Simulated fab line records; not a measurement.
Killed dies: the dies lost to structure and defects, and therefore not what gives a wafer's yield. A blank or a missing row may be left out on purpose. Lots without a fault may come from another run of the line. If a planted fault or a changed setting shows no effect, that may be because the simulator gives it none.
Split-lot experiment | flow berkeley-cmos170 | 23 wafers read from 5 lots, route of 331 steps

== ABOUT THE SPLIT ==
At UCB170_M3_PEB_13, the setting peb-temp-c was moved away from the recipe's 130 C on 9 of the 23 wafers read, by -2.2% to +2.8%. The other wafers ran this setting at the recipe's value.

== FROM THE SPLIT TO THE READING: what the file shows between them, 5 steps ==
- UCB170_M3_DEVELOP_14: develop time 45 s
- UCB170_M3_CD_MEAS_15: target cd 700 nm
- UCB170_M3_ETCH_17: etches BARC in N2/H2 (also split here: bias-w)
- UCB170_M3_METAL_ETCH_18: etches Al in Cl2/BCl3, stops on SiO2, target depth 1170 nm, time 195 s
- UCB170_M3_STRIP_19: strips in O2

== THE READING ==
cd-nm at UCB170_M3_CD_MEAS_90, given in nm (cd target 700 nm). A value of 700 nm with a standard deviation of 4 nm is what fault-free wafers of this fab line usually give.

wafer  | tool, chamber at the split | peb-temp-c as run, C | against the recipe | cd-nm, nm | against lot-mates on the recipe
L074.2 | litho-track-01, 0          | 130                  | recipe             | 699       | -
L074.4 | litho-track-01, 0          | 130                  | recipe             | 701       | -
L074.5 | litho-track-01, 0          | 130                  | recipe             | 692       | -
L077.1 | litho-track-03, 0          | 130                  | recipe             | 694       | -
L077.2 | litho-track-03, 0          | 130                  | recipe             | 700       | -
L077.3 | litho-track-03, 0          | 132.9                | +2.2%              | 682       | -15
L077.5 | litho-track-03, 0          | 132.9                | +2.2%              | 683       | -14
L077.6 | litho-track-03, 0          | 132.9                | +2.2%              | 680       | -17
L084.1 | litho-track-02, 0          | 127.2                | -2.2%              | 723       | +18
L084.2 | litho-track-02, 0          | 130                  | recipe             | 706       | -
L084.4 | litho-track-02, 0          | 127.2                | -2.2%              | 722       | +18
L084.5 | litho-track-02, 0          | 127.2                | -2.2%              | 725       | +20
L084.6 | litho-track-02, 0          | 130                  | recipe             | 703       | -
L081.1 | litho-track-03, 0          | 130                  | recipe             | 704       | -
L081.2 | litho-track-03, 0          | 130                  | recipe             | 699       | -
L081.4 | litho-track-03, 0          | 133.7                | +2.8%              | 680       | -22
L081.5 | litho-track-03, 0          | 133.7                | +2.8%              | 681       | -20
L081.6 | litho-track-03, 0          | 133.7                | +2.8%              | 683       | -18
L085.1 | litho-track-03, 0          | 130                  | recipe             | 702       | -
L085.2 | litho-track-03, 0          | 130                  | recipe             | 698       | -
L085.4 | litho-track-03, 0          | 130                  | recipe             | 700       | -
L085.5 | litho-track-03, 0          | 130                  | recipe             | 700       | -
L085.6 | litho-track-03, 0          | 130                  | recipe             | 703       | -

FIT RESULTS
A straight line over all 23 wafers: cd-nm changes by -8.38 nm for each +1% of peb-temp-c; r = -0.96; the points scatter about the line by 3.8 nm.
The same after taking each lot's own level away (the mean of its wafers on the recipe; 23 wafers): -7.58 nm for each +1%; r = -0.98; scatter 2.5 nm.
On that fit, the largest move of peb-temp-c shifts the reading by 22 nm.
Across the lots, their own levels run from 697.0 to 704.5 nm, a range of 1.9 times the standard deviation given above.
In other words, the slope is changed by the lot-to-lot level; the two fits disagree.
Check: for one of the wafers moved furthest among these (+2.8%), held out of the fit, the line's prediction against its lot-mates is -20.7 nm. It came out at -21.5 nm against them.

== THESE WAFERS: OTHER SPLITS ==
Note: prior to the reading, these wafers also went through further splits. Each is held against what the fit with the lots' levels taken away leaves over:
other split on the same wafers         | wafers away from the commonest value | r with cd-nm (lot level and that fit taken away)
UCB170_M2_METAL_ETCH_18 over-etch-frac | 8                                    | +0.11
UCB170_M3_SPUTTER_01 time-s            | 9                                    | -0.08
UCB170_M3_ETCH_17 bias-w               | 6                                    | -0.11

== THE WHOLE CHAIN: every reading that the file lists as answering this split, in the file's order ==
step                    | what it does                                                           | reading                                                   | change (the file's fit)              | r (the file's)
UCB170_M3_CD_MEAS_15    | target cd 700 nm                                                       | cd-nm                                                     | -7.72 nm for each +1% of the setting | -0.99
UCB170_M3_ETCH_17       | etches BARC in N2/H2                                                   | M3.cd-nm (the simulator's own value, which no gauge read) | -7.88 nm for each +1% of the setting | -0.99
UCB170_M3_METAL_ETCH_18 | etches Al in Cl2/BCl3, stops on SiO2, target depth 1170 nm, time 195 s | M3.cd-nm (the simulator's own value, which no gauge read) | -7.45 nm for each +1% of the setting | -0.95
UCB170_M3_CD_MEAS_90    | target cd 700 nm                                                       | cd-nm                                                     | -7.5 nm for each +1% of the setting  | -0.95

== FILE'S OWN FIT ==
cd-nm changes by -7.5 nm for each +1% of peb-temp-c, r = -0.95.
